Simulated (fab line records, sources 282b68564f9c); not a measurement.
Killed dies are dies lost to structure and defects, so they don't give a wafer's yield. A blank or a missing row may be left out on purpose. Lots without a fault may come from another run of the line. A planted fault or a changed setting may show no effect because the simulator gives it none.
Which tool did it? | flow rit_cmos | 14 lots, 42 wafers sampled, at 3 steps of a route of 202

WHAT THE GAUGES READ, wafer by wafer
RIT_NSD_TW_MEAS_10.
lot  | measured    | on            | NSD_TW
L448 | day 3 03:14 | film_metro-03 | 3061 3064 3074
L449 | day 3 09:02 | film_metro-04 | 3097 3115 3119
L450 | day 3 10:56 | film_metro-02 | 3141 3133 3135
L451 | day 3 15:14 | film_metro-03 | 3065 3073 3066
L453 | day 4 05:03 | film_metro-03 | 3075 3059 3066
L455 | day 4 16:40 | film_metro-03 | 3057 3061 3062
L456 | day 4 20:22 | film_metro-04 | 3154 3142 3140
L457 | day 5 03:50 | film_metro-03 | 3089 3087 3087
L459 | day 5 11:28 | film_metro-04 | 3113 3096 3097
L460 | day 5 16:39 | film_metro-02 | 3130 3136 3131
L461 | day 5 21:35 | film_metro-03 | 3088 3078 3094
L467 | day 7 00:58 | film_metro-02 | 3374 3375 3377
L469 | day 7 12:03 | film_metro-02 | 3351 3359 3353
L471 | day 7 23:08 | film_metro-02 | 3137 3148 3143

RIT_SDANNEAL_RS_MEAS_05: measures by four-point-probe.
lot  | measured    | on            | NSD_RS (ohm/sq)
L448 | day 3 05:28 | film_metro-03 | 84.46 84.97 84.85
L449 | day 3 11:04 | film_metro-03 | 84.59 84.37 84.44
L450 | day 3 12:59 | film_metro-03 | 84.22 84.14 84.31
L451 | day 3 17:17 | film_metro-04 | 84.40 84.55 84.63
L453 | day 4 07:13 | film_metro-04 | 84.80 84.59 84.50
L455 | day 4 18:50 | film_metro-02 | 84.85 84.66 84.30
L456 | day 4 22:24 | film_metro-02 | 84.09 84.53 84.21
L457 | day 5 05:53 | film_metro-04 | 84.96 84.99 84.79
L459 | day 5 13:31 | film_metro-02 | 84.65 84.33 84.56
L460 | day 5 18:43 | film_metro-03 | 84.44 84.86 84.49
L461 | day 5 23:46 | film_metro-02 | 84.58 84.43 84.61
L467 | day 7 03:13 | film_metro-02 | 64.21 64.16 64.16
L469 | day 7 14:05 | film_metro-03 | 64.38 64.44 64.22
L471 | day 8 01:19 | film_metro-03 | 84.43 84.34 84.37

WHICH TOOL RAN EACH LOT (tool, then ch and the chambers of the sampled wafers, then the start)
lot  | RIT_NSD_IMPLANT_08
L448 | implanter-03 ch 0, day 3 02:56
L449 | implanter-01 ch 0, day 3 08:43
L450 | implanter-01 ch 0, day 3 10:37
L451 | implanter-03 ch 0, day 3 14:55
L453 | implanter-02 ch 0, day 4 04:44
L455 | implanter-03 ch 0, day 4 16:22
L456 | implanter-03 ch 0, day 4 20:03
L457 | implanter-01 ch 0, day 5 03:31
L459 | implanter-03 ch 0, day 5 11:08
L460 | implanter-02 ch 0, day 5 16:22
L461 | implanter-03 ch 0, day 5 21:18
L467 | implanter-01 ch 0, day 7 00:39
L469 | implanter-01 ch 0, day 7 11:44
L471 | implanter-03 ch 0, day 7 22:49
- RIT_NSD_IMPLANT_08

WHAT THE TOOLS THEMSELVES READ (means of the sampled wafers that have a number; where no wafer has one, the mark that the record gives instead)
RIT_NSD_IMPLANT_08.
lot  | tool         | beam_on_s (s) | faraday_current_uA
L448 | implanter-03 | 10.00         | 3124
L449 | implanter-01 | 10.04         | 3118
L450 | implanter-01 | 10.10         | 3105
L451 | implanter-03 | 10.19         | 3066
L453 | implanter-02 | 9.94          | 3152
L455 | implanter-03 | 9.94          | 3149
L456 | implanter-03 | 10.12         | 3100
L457 | implanter-01 | 9.78          | 3206
L459 | implanter-03 | 10.07         | 3114
L460 | implanter-02 | 9.99          | 3125
L461 | implanter-03 | 10.13         | 3098
L467 | implanter-01 | 14.31         | 2194
L469 | implanter-01 | 14.07         | 2234
L471 | implanter-03 | 9.88          | 3175

THE ANSWER, worked out from the rows above alone
Rule: what is usual is taken from the lots themselves. Put in order of their means at a reading, lots are off if they are a third of the lots or fewer, leave a main group of 4 or more, and stand apart from it by a gap of 3 or more times the standard deviation of the main group's means; of several such gaps the widest counts. A main group whose means are all the same, to the digits that the tables above print for the reading, isn't used. A lot without any number at a reading at which 4 lots or more have one is off too. The other lots that the step has rows for count as sound. The gauges are gone through in route order, then the tools' own readings, and for those a lot's mean is taken as printed above. The first step at which some lot is off is used, and at that step the reading that is off furthest; a lot without a number counts as furthest.
Off: L467, L469, at RIT_NSD_TW_MEAS_10 (NSD_TW). The main group: mean 3100, standard deviation 31.
A tool fits if, at a process step before that reading, it ran every lot that is off, and no sound lot after the first of them. The gauges at RIT_NSD_TW_MEAS_10 aren't tried: what is off there is off at RIT_NSD_IMPLANT_08 too, on other tools, and a gauge's error can't cause that. One fits: implanter-01 at RIT_NSD_IMPLANT_08. Its last sound lot is L457 (day 5 03:31), its first lot that is off L467 (day 7 00:39): a fault that began between those two fits.
The tool's own readings at RIT_NSD_IMPLANT_08 bear it out: on the lots that are off they differ by more than 5 times the standard deviation of the sound lots' means. beam_on_s reads 14.19 s there against 10.02 s on the sound lots; faraday_current_uA reads 2214 there against 3128 on the sound lots.

WHAT THE SIMULATOR HAD PUT IN
Process parameter drift: implanter-01, from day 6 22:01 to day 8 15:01, at RIT_NSD_IMPLANT_08. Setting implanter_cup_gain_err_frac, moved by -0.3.
Lots struck among those shown: L467, L469. The rule above found the same.
